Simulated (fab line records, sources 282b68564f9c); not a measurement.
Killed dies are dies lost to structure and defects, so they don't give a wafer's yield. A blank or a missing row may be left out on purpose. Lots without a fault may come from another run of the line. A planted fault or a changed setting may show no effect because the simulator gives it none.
fab line records | flow rit_cmos
record lots=14 wafers=42 last_day=7
route steps=202 shown PWELL@47
lots that met no fault: from a run of the same line without faults
start_h: hours from the record's first day to the start of the lot's first wafer shown | wait_h: hours since the lot's step before | " the same as in the row above | L1.1+2: a row that stands for several wafers | - no value, or no start given | * or withheld: withheld | < > ~ a bound
route shown NAME@n: a module of which the file shows steps, and the number in the route of the first | usual: mean/standard deviation of fault-free wafers | same: alike in all rows | chamber/n: place in a boat | sites: the reading at each site | _std_site: their standard deviation | _edge_site: outer sites' mean less inner sites' | radius_mm: how far each site lies from the wafer's centre | mask NAME#n: copy n | behind: the tool/chamber that last shaped the wafer | hold: why the lot was held/for how many hours/how that ended | device: the transistor (n, p or np) that didn't switch | end of line: the same wafers' tests at the end of the route | a step without rows: its recipe alone | killed: dies lost to structure and defects at the first sort, not the wafer's yield | map: a wafer's dies, x killed, . not, _ none there
set.NAME: the setting as run; set.NAME@STEP: as run at that earlier step | model.NAME: the simulator's own value behind a step, which no gauge read
steps of the route over a sample of lots; a table a step, a row a wafer
services: from which hour (start_h, from the record's first day; less than 0 if before it) a tool's chamber was out of use, for how many hours, and why
## steps
# step RIT_PWELL_IMPLANT_08
# recipe species=B energy_kev=170 dose_cm2=7e+13 tilt_deg=7
# usual beam_energy_keV=169.99/0.052 dose_ions_cm2=6.998e+13/6.9e+10
# columns lot.wafer tool chamber start_h wait_h beam_energy_keV dose_ions_cm2
L538.1 implanter-01 0 24.12 0.2 170.08 7e+13
L538.5 " 0 " " 170.09 6.999e+13
L538.6 " 0 " " 169.99 7e+13
L540.4 implanter-03 0 35.51 0.2 170.00 6.991e+13
L540.5 " 0 " " 169.97 7.006e+13
L540.6 " 0 " " 170.05 6.994e+13
L541.1 implanter-01 0 38.14 0.2 169.98 6.994e+13
L541.3 " 0 " " 170.01 7.003e+13
L541.6 " 0 " " 169.94 6.996e+13
L542.2 implanter-04 0 42.99 0.2 169.96 6.983e+13
L542.4 " 0 " " 169.89 6.995e+13
L542.6 " 0 " " 169.88 7.006e+13
L543.1 implanter-03 0 50.04 0.2 170.01 6.992e+13
L543.3 " 0 " " 169.97 7.008e+13
L543.6 " 0 " " 170.02 6.998e+13
L544.2 implanter-01 0 53.70 0.2 169.92 7.006e+13
L544.4 " 0 " " 170.04 7.013e+13
L544.5 " 0 " " 169.93 7.009e+13
L548.1 implanter-01 0 73.02 0.2 170.02 7.091e+13
L548.5 " 0 " " 169.91 7.09e+13
L548.6 " 0 " " 170.01 7.084e+13
L551.1 implanter-03 0 89.20 0.2 170.01 7.003e+13
L551.4 " 0 " " 169.95 7.005e+13
L551.5 " 0 " " 169.98 7.006e+13
L553.2 implanter-01 0 99.13 0.2 169.99 7.081e+13
L553.5 " 0 " " 170.03 7.091e+13
L553.6 " 0 " " 169.95 7.086e+13
L555.2 implanter-03 0 108.69 0.2 169.96 6.995e+13
L555.5 " 0 " " 169.90 7.001e+13
L555.6 " 0 " " 170.01 6.993e+13
L557.1 implanter-04 0 119.84 0.2 169.99 6.998e+13
L557.2 " 0 " " 169.98 7.001e+13
L557.4 " 0 " " 170.02 7.005e+13
L558.1 implanter-04 0 123.55 0.2 170.00 6.993e+13
L558.2 " 0 " " 169.95 6.998e+13
L558.4 " 0 " " 170.00 6.995e+13
L560.1 implanter-03 0 133.58 0.2 170.01 6.989e+13
L560.2 " 0 " " 169.89 6.991e+13
L560.4 " 0 " " 170.03 6.996e+13
L561.2 implanter-03 0 140.48 0.2 170.03 6.998e+13
L561.3 " 0 " " 170.06 6.998e+13
L561.6 " 0 " " 169.95 7.008e+13
## services
# columns tool chamber start_h hours kind
implanter-01 - 15.22 1.2 repair
implanter-04 - 66.61 0.9 repair
implanter-03 - 75.54 5.0 repair
implanter-03 - 85.00 4.1 repair
implanter-04 - 89.28 13.6 repair
implanter-04 - 92.22 3.7 repair
implanter-03 - 121.39 1.0 repair
implanter-01 - 128.43 8.8 repair
## key
first_sign step=RIT_PWELL_IMPLANT_08 reading=dose_ions_cm2 direction=up sigmas=13 usual=6.998e+13 struck=7.087e+13
effect none on later readings
met_at RIT_PWELL_IMPLANT_08
struck_lots L548,L553
tester_left_out L548,L553
onset_between 53.70 73.02
fault kind=process_parameter_drift tool=implanter-01 chamber=- onset_h=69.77 steps=RIT_PWELL_IMPLANT_08 channel=dose_cm2 offset=8.9598e+11 shape=step end_h=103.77 acts_in=these_recipes_only stated=7e+13
# tester_left_out: of these lots the tester's yield and bins aren't shown, on N5 and GAA mostly nor the transistor test; their killed dies are dies lost to structure and defects alone, not to doping, threshold or leakage, so they don't give the yield
